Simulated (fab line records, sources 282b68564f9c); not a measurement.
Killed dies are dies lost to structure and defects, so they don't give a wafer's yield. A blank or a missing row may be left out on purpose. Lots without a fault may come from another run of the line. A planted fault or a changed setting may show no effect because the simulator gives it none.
Which tool did it? | flow rit_cmos | 14 lots, 42 wafers sampled, at 5 steps of a route of 202

WHAT THE GAUGES READ, wafer by wafer
RIT_REOX_THK_MEAS_04. Usual: REOX_OXIDE_THK 25.4 nm, standard deviation 0.5.
lot  | measured    | on            | REOX_OXIDE_THK (nm) | flag
L954 | day 2 17:42 | film_metro-02 | 24.8 24.5 24.6      |
L955 | day 2 20:40 | film_metro-03 | 25.5 25.1 25.3      |
L956 | day 3 03:47 | film_metro-01 | 25.3 25.2 25.1      |
L957 | day 3 07:45 | film_metro-02 | 29.0 28.6 29.0      | OFF
L961 | day 4 03:59 | film_metro-03 | 25.7 25.7 25.1      |
L962 | day 4 07:46 | film_metro-02 | 29.3 29.1 29.3      | OFF
L966 | day 5 03:54 | film_metro-03 | 24.7 25.9 25.0      |
L969 | day 5 18:58 | film_metro-02 | 25.0 25.5 25.2      |
L972 | day 6 11:01 | film_metro-01 | 24.8 24.8 24.8      |
L973 | day 6 15:55 | film_metro-02 | 26.1 26.2 26.1      |
L974 | day 6 22:40 | film_metro-01 | 26.2 26.1 26.1      |
L975 | day 7 03:13 | film_metro-02 | 26.0 26.3 26.0      |
L976 | day 7 08:16 | film_metro-01 | 25.0 25.4 25.2      |
L977 | day 7 15:37 | film_metro-01 | 25.2 24.6 24.9      |

RIT_M1_CD_MEAS_90: target cd 2600 nm. Usual: cd_nm 2599.9 nm, standard deviation 2.8.
lot  | measured    | on        | cd_nm (nm)           | flag
L954 | day 3 09:02 | cd_sem-02 | 2598.5 2598.7 2600.0 |
L955 | day 3 11:40 | cd_sem-02 | 2602.6 2600.2 2598.6 |
L956 | day 3 18:48 | cd_sem-02 | 2603.5 2601.8 2599.6 |
L957 | day 3 23:13 | cd_sem-02 | 2599.2 2600.5 2599.4 |
L961 | day 4 18:45 | cd_sem-02 | 2600.4 2599.8 2597.9 |
L962 | day 4 22:54 | cd_sem-01 | 2600.5 2599.4 2602.4 |
L966 | day 5 19:06 | cd_sem-01 | 2597.4 2599.1 2596.4 |
L969 | day 6 09:47 | cd_sem-02 | 2597.3 2597.3 2597.3 |
L972 | day 7 01:35 | cd_sem-01 | 2596.1 2597.6 2596.3 |
L973 | day 7 06:26 | cd_sem-02 | 2599.9 2600.3 2600.2 |
L974 | day 7 13:31 | cd_sem-01 | 2597.6 2597.1 2596.3 |
L975 | day 7 18:00 | cd_sem-01 | 2599.4 2600.9 2599.5 |
L976 | day 7 23:15 | cd_sem-01 | 2601.2 2602.3 2601.1 |
L977 | day 8 07:59 | cd_sem-01 | 2600.0 2601.3 2600.1 |

WHICH TOOL RAN EACH LOT (tool, then ch and the chambers of the sampled wafers, then the start)
lot  | RIT_REOX_OXIDATION_03        | RIT_NLDD_STRIP_09                   | RIT_CONTACT_STRIP_12
L954 | furnace-03 ch 0, day 2 15:09 | plasma_asher-04 ch 0,1, day 2 19:04 | plasma_asher-02 ch 0,1, day 3 05:53
L955 | furnace-03 ch 0, day 2 18:06 | plasma_asher-03 ch 0,1, day 2 22:01 | plasma_asher-04 ch 0,1, day 3 08:27
L956 | furnace-04 ch 0, day 3 01:14 | plasma_asher-04 ch 0,1, day 3 05:17 | plasma_asher-04 ch 0,1, day 3 15:44
L957 | furnace-03 ch 0, day 3 05:12 | plasma_asher-02 ch 0,1, day 3 09:08 | plasma_asher-03 ch 0,1, day 3 19:56
L961 | furnace-04 ch 0, day 4 01:26 | plasma_asher-02 ch 0,1, day 4 05:19 | plasma_asher-02 ch 0,1, day 4 15:42
L962 | furnace-03 ch 0, day 4 05:13 | plasma_asher-03 ch 0,1, day 4 09:10 | plasma_asher-04 ch 0,1, day 4 19:50
L966 | furnace-04 ch 0, day 5 01:21 | plasma_asher-04 ch 0,1, day 5 05:16 | plasma_asher-03 ch 0,1, day 5 16:09
L969 | furnace-04 ch 0, day 5 16:25 | plasma_asher-03 ch 0,1, day 5 20:20 | plasma_asher-03 ch 0,1, day 6 06:44
L972 | furnace-01 ch 0, day 6 08:27 | plasma_asher-02 ch 0, day 6 12:22   | plasma_asher-03 ch 0, day 6 22:38
L973 | furnace-03 ch 0, day 6 13:22 | plasma_asher-04 ch 0,1, day 6 17:10 | plasma_asher-03 ch 0,1, day 7 03:20
L974 | furnace-03 ch 0, day 6 20:07 | plasma_asher-02 ch 0,1, day 7 00:02 | plasma_asher-04 ch 0,1, day 7 10:26
L975 | furnace-04 ch 0, day 7 00:40 | plasma_asher-02 ch 0,1, day 7 04:35 | plasma_asher-03 ch 0,1, day 7 15:03
L976 | furnace-01 ch 0, day 7 05:43 | plasma_asher-04 ch 0,1, day 7 09:41 | plasma_asher-04 ch 0,1, day 7 20:15
L977 | furnace-04 ch 0, day 7 13:03 | plasma_asher-04 ch 0,1, day 7 16:55 | plasma_asher-03 ch 0,1, day 8 04:43
- RIT_REOX_OXIDATION_03: target thk 25.2 nm, ox time 5580 s.
- RIT_NLDD_STRIP_09: strips in O2, time 180 s.
- RIT_CONTACT_STRIP_12: strips in O2, time 180 s.

WHAT THE TOOLS THEMSELVES READ (means of the sampled wafers that have a number; where no wafer has one, the mark that the record gives instead)
RIT_REOX_OXIDATION_03. Usual: spike_tc_load_C 926 C, standard deviation 3.6; tube_center_temp_C 900.00 C, standard deviation 0.092; zone_power_load_pct 26.2 %, standard deviation 2.3.
lot  | tool       | spike_tc_load_C (C) | tube_center_temp_C (C) | zone_power_load_pct (%) | flag
L954 | furnace-03 | 921                 | 900.02                 | 24.1                    |
L955 | furnace-03 | 921                 | 899.95                 | 24.0                    |
L956 | furnace-04 | 928                 | 900.09                 | 29.0                    |
L957 | furnace-03 | 920                 | 900.01                 | 24.3                    |
L961 | furnace-04 | 928                 | 900.12                 | 29.0                    |
L962 | furnace-03 | 922                 | 899.86                 | 24.0                    |
L966 | furnace-04 | 929                 | 900.04                 | 29.1                    |
L969 | furnace-04 | 928                 | 899.99                 | 29.3                    |
L972 | furnace-01 | 929                 | 899.96                 | 25.0                    |
L973 | furnace-03 | 921                 | 900.00                 | 24.3                    |
L974 | furnace-03 | 922                 | 900.08                 | 24.1                    |
L975 | furnace-04 | 927                 | 900.00                 | 29.2                    |
L976 | furnace-01 | 929                 | 899.98                 | 24.7                    |
L977 | furnace-04 | 928                 | 900.01                 | 29.0                    |

RIT_NLDD_STRIP_09. Usual: drypump_motor_current_A 5.47 A, standard deviation 0.28.
lot  | tool            | drypump_motor_current_A (A) | flag
L954 | plasma_asher-04 | 5.28                        |
L955 | plasma_asher-03 | 5.79                        |
L956 | plasma_asher-04 | 5.17                        |
L957 | plasma_asher-02 | 5.61                        |
L961 | plasma_asher-02 | 5.57                        |
L962 | plasma_asher-03 | 5.63                        |
L966 | plasma_asher-04 | 5.30                        |
L969 | plasma_asher-03 | 5.81                        |
L972 | plasma_asher-02 | 5.62                        |
L973 | plasma_asher-04 | 5.18                        |
L974 | plasma_asher-02 | 5.60                        |
L975 | plasma_asher-02 | 5.59                        |
L976 | plasma_asher-04 | 5.30                        |
L977 | plasma_asher-04 | 5.31                        |

RIT_CONTACT_STRIP_12. Usual: drypump_motor_current_A 5.46 A, standard deviation 0.28.
lot  | tool            | drypump_motor_current_A (A) | flag
L954 | plasma_asher-02 | 5.57                        |
L955 | plasma_asher-04 | 5.17                        |
L956 | plasma_asher-04 | 5.17                        |
L957 | plasma_asher-03 | 5.80                        |
L961 | plasma_asher-02 | 5.56                        |
L962 | plasma_asher-04 | 5.30                        |
L966 | plasma_asher-03 | 5.80                        |
L969 | plasma_asher-03 | 5.63                        |
L972 | plasma_asher-03 | 5.96                        |
L973 | plasma_asher-03 | 5.64                        |
L974 | plasma_asher-04 | 5.18                        |
L975 | plasma_asher-03 | 5.63                        |
L976 | plasma_asher-04 | 5.31                        |
L977 | plasma_asher-03 | 5.64                        |

THE ANSWER, worked out from the rows above alone
Rule: a lot is off if the mean of its wafers that have a number lies more than 3 standard deviations from the usual mean. A lot without any number at a reading at which 4 lots or more have one is off too. The other lots that the step has rows for count as sound. The gauges are gone through in route order, then the tools' own readings, and for those a lot's mean is taken as printed above. The first step at which some lot is off is used, and at that step the reading that is off furthest; a lot without a number counts as furthest.
Off: L957, L962, at RIT_REOX_THK_MEAS_04 (REOX_OXIDE_THK).
A tool fits if, at a process step before that reading, it ran every lot that is off, and no sound lot after the first of them. The gauges at RIT_REOX_THK_MEAS_04 are tried like those tools. None of those tried fits.

WHAT THE SIMULATOR HAD PUT IN
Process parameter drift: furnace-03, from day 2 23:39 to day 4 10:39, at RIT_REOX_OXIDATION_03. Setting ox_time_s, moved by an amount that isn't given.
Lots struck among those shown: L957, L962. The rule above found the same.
